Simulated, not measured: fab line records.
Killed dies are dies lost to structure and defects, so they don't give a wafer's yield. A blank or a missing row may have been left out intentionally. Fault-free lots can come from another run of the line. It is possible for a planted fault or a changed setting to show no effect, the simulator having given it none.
Which tool did it?    flow berkeley_cmos170    13 lots, 39 wafers sampled, at 5 steps of a route of 331

== WHAT THE GAUGES READ, wafer by wafer ==
UCB170_SCREENOX_THK_MEAS_02. Usual: SCREENOX_OXIDE_THK 14.43 nm, standard deviation 0.25.
lot   measured     on             SCREENOX_OXIDE_THK (nm)  flag
L612  day 5 00:57  film_metro-03  14.40 14.38 14.42        
L613  day 5 13:46  film_metro-04  14.32 14.21 14.43        
L614  day 6 01:55  film_metro-04  14.40 14.31 14.41        
L615  day 6 08:20  film_metro-03  14.06 14.24 14.14        
L616  day 6 08:20  film_metro-04  14.70 14.46 14.66        
L618  day 6 16:17  film_metro-04  14.13 14.28 14.20        
L620  day 6 21:31  film_metro-03  14.64 14.59 14.56        
L621  day 6 21:37  film_metro-03  14.77 14.79 14.85        
L624  day 7 19:38  film_metro-03  14.39 14.20 14.29        
L625  day 8 04:50  film_metro-03  14.38 14.32 14.52        
L629  day 8 11:55  film_metro-01  14.21 14.20 14.18        
L631  day 9 08:47  film_metro-03  14.50 14.58 14.68        
L632  day 9 16:18  film_metro-03  14.66 14.50 14.59        

UCB170_NVT_OVL_MEAS_06. Usual: NVT_OVL 4 nm, standard deviation 5.3.
lot   measured     on          NVT_OVL (nm)  flag
L612  day 5 07:31  overlay-02  3 6 7         
L613  day 5 19:49  overlay-02  5 2 2         
L614  day 6 10:33  overlay-02  -4 9 4        
L615  day 6 14:58  overlay-01  -1 -3 -5      
L616  day 6 15:11  overlay-02  11 5 1        
L618  day 6 20:19  overlay-02  1 2 12        
L620  day 7 03:07  overlay-02  0 -2 -4       
L621  day 7 02:52  overlay-01  983 986 986   OFF
L624  day 8 00:27  overlay-02  984 984 979   OFF
L625  day 8 08:57  overlay-01  987 990 991   OFF
L629  day 8 16:55  overlay-02  3 -6 2        
L631  day 9 13:44  overlay-01  0 1 4         
L632  day 9 19:38  overlay-02  -1 2 2        

== TOOL THAT RAN EACH LOT (tool first, then ch and the chambers of the sampled wafers, then the start) ==
lot   UCB170_PWELL_STRIP_16                UCB170_ACTIVE_STRIP_16               UCB170_NVT_EXPOSE_03
L612  plasma_asher-03 ch 1, day 3 01:30    plasma_asher-02 ch 0,1, day 3 23:42  krf_scanner-01 ch 0, day 5 06:43
L613  plasma_asher-03 ch 0,1, day 3 12:12  plasma_asher-02 ch 0,1, day 4 13:16  krf_scanner-02 ch 0, day 5 19:14
L614  plasma_asher-04 ch 0,1, day 3 17:47  plasma_asher-02 ch 0,1, day 4 21:24  krf_scanner-01 ch 0, day 6 10:10
L615  plasma_asher-04 ch 0,1, day 3 21:29  plasma_asher-02 ch 0, day 5 03:41    krf_scanner-01 ch 0, day 6 14:35
L616  plasma_asher-03 ch 0,1, day 3 21:43  plasma_asher-04 ch 1, day 5 03:27    krf_scanner-01 ch 0, day 6 14:43
L618  plasma_asher-04 ch 0,1, day 4 12:00  plasma_asher-01 ch 0,1, day 5 12:02  krf_scanner-01 ch 0, day 6 19:43
L620  plasma_asher-01 ch 0,1, day 4 14:19  plasma_asher-02 ch 0,1, day 5 18:16  krf_scanner-01 ch 0, day 7 02:29
L621  plasma_asher-01 ch 0,1, day 4 20:21  plasma_asher-04 ch 0,1, day 6 00:29  krf_scanner-02 ch 0, day 7 02:19
L624  plasma_asher-01 ch 0,1, day 5 10:29  plasma_asher-04 ch 0,1, day 6 20:42  krf_scanner-02 ch 0, day 8 00:04
L625  plasma_asher-03 ch 0,1, day 5 17:40  plasma_asher-01 ch 0, day 7 04:12    krf_scanner-02 ch 0, day 8 07:44
L629  plasma_asher-04 ch 0,1, day 6 12:48  plasma_asher-04 ch 0,1, day 7 15:29  krf_scanner-01 ch 0, day 8 16:12
L631  plasma_asher-03 ch 0,1, day 7 04:08  plasma_asher-02 ch 0, day 8 05:08    krf_scanner-01 ch 0, day 9 13:21
L632  plasma_asher-01 ch 0,1, day 7 11:34  plasma_asher-01 ch 1, day 8 18:22    krf_scanner-01 ch 0, day 9 19:15
- UCB170_PWELL_STRIP_16: strips in O2.
- UCB170_ACTIVE_STRIP_16: strips in O2.
- UCB170_NVT_EXPOSE_03: exposes mask PWELL, target cd 3000 nm.

== WHAT THE TOOLS THEMSELVES READ (means of the sampled wafers that have a number; where no wafer has one, the mark that the record gives instead) ==
UCB170_PWELL_STRIP_16. Usual: drypump_motor_current_A 5.6 A, standard deviation 0.33; oes_product_au 0.722 a.u., standard deviation 0.0048; strip_time_to_endpoint_s 18.14 s, standard deviation 0.12.
lot   tool             drypump_motor_current_A (A)  oes_product_au (a.u.)  strip_time_to_endpoint_s (s)  flag
L612  plasma_asher-03  5.9                          0.723                  18.18                         
L613  plasma_asher-03  5.4                          0.726                  18.11                         
L614  plasma_asher-04  5.4                          0.720                  17.92                         
L615  plasma_asher-04  5.4                          0.721                  18.26                         
L616  plasma_asher-03  5.4                          0.717                  18.24                         
L618  plasma_asher-04  5.4                          0.723                  18.31                         
L620  plasma_asher-01  5.9                          0.718                  18.26                         
L621  plasma_asher-01  5.7                          0.723                  18.13                         
L624  plasma_asher-01  5.9                          0.720                  18.10                         
L625  plasma_asher-03  5.4                          0.719                  18.02                         
L629  plasma_asher-04  5.4                          0.721                  18.24                         
L631  plasma_asher-03  5.4                          0.718                  18.11                         
L632  plasma_asher-01  5.7                          0.723                  18.03                         

UCB170_ACTIVE_STRIP_16. Usual: drypump_motor_current_A 5.71 A, standard deviation 0.25; oes_product_au 0.721 a.u., standard deviation 0.0044; strip_time_to_endpoint_s 18.10 s, standard deviation 0.076.
lot   tool             drypump_motor_current_A (A)  oes_product_au (a.u.)  strip_time_to_endpoint_s (s)  flag
L612  plasma_asher-02  5.80                         0.723                  18.09                         
L613  plasma_asher-02  5.88                         0.718                  18.03                         
L614  plasma_asher-02  5.77                         0.720                  18.01                         
L615  plasma_asher-02  5.71                         0.723                  18.16                         
L616  plasma_asher-04  5.35                         0.725                  18.00                         
L618  plasma_asher-01  5.69                         0.719                  18.21                         
L620  plasma_asher-02  5.88                         0.724                  18.15                         
L621  plasma_asher-04  5.35                         0.724                  18.05                         
L624  plasma_asher-04  5.36                         0.718                  18.09                         
L625  plasma_asher-01  5.59                         0.726                  18.12                         
L629  plasma_asher-04  5.36                         0.720                  18.11                         
L631  plasma_asher-02  5.71                         0.724                  18.18                         
L632  plasma_asher-01  6.01                         0.722                  18.02                         

== THE ANSWER, worked out from the rows above alone ==
Rule: lot off if the mean of its wafers having a number is beyond 3 standard deviations from the usual mean. A lot without any number at a reading at which 4 lots or more have one is off too. The other lots that the step has rows for count as sound. The gauges are gone through in route order, then the tools' own readings, and for those a lot's mean is taken as printed above. At the first step where some lot is off, the reading lying furthest off is the one used; lots without a number count as furthest.
Off: L621, L624, L625, seen at UCB170_NVT_OVL_MEAS_06 (NVT_OVL).
A tool fits if, at a process step before that reading, it ran every lot that is off, and no sound lot after the first of them. Gauges at UCB170_NVT_OVL_MEAS_06: tried the same way as those tools. One candidate fits, namely krf_scanner-02 at UCB170_NVT_EXPOSE_03. A fault onset in the window from L613 (day 5 19:14, its last sound lot) to L621 (day 7 02:19, its first lot off) fits.

== WHAT THE SIMULATOR PUT IN ==
Scanner matching overlay: krf_scanner-02, from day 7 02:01 on, at UCB170_NVT_EXPOSE_03. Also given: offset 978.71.
Shown lots that were struck: L621, L624, L625. This agrees with what the rule above found.
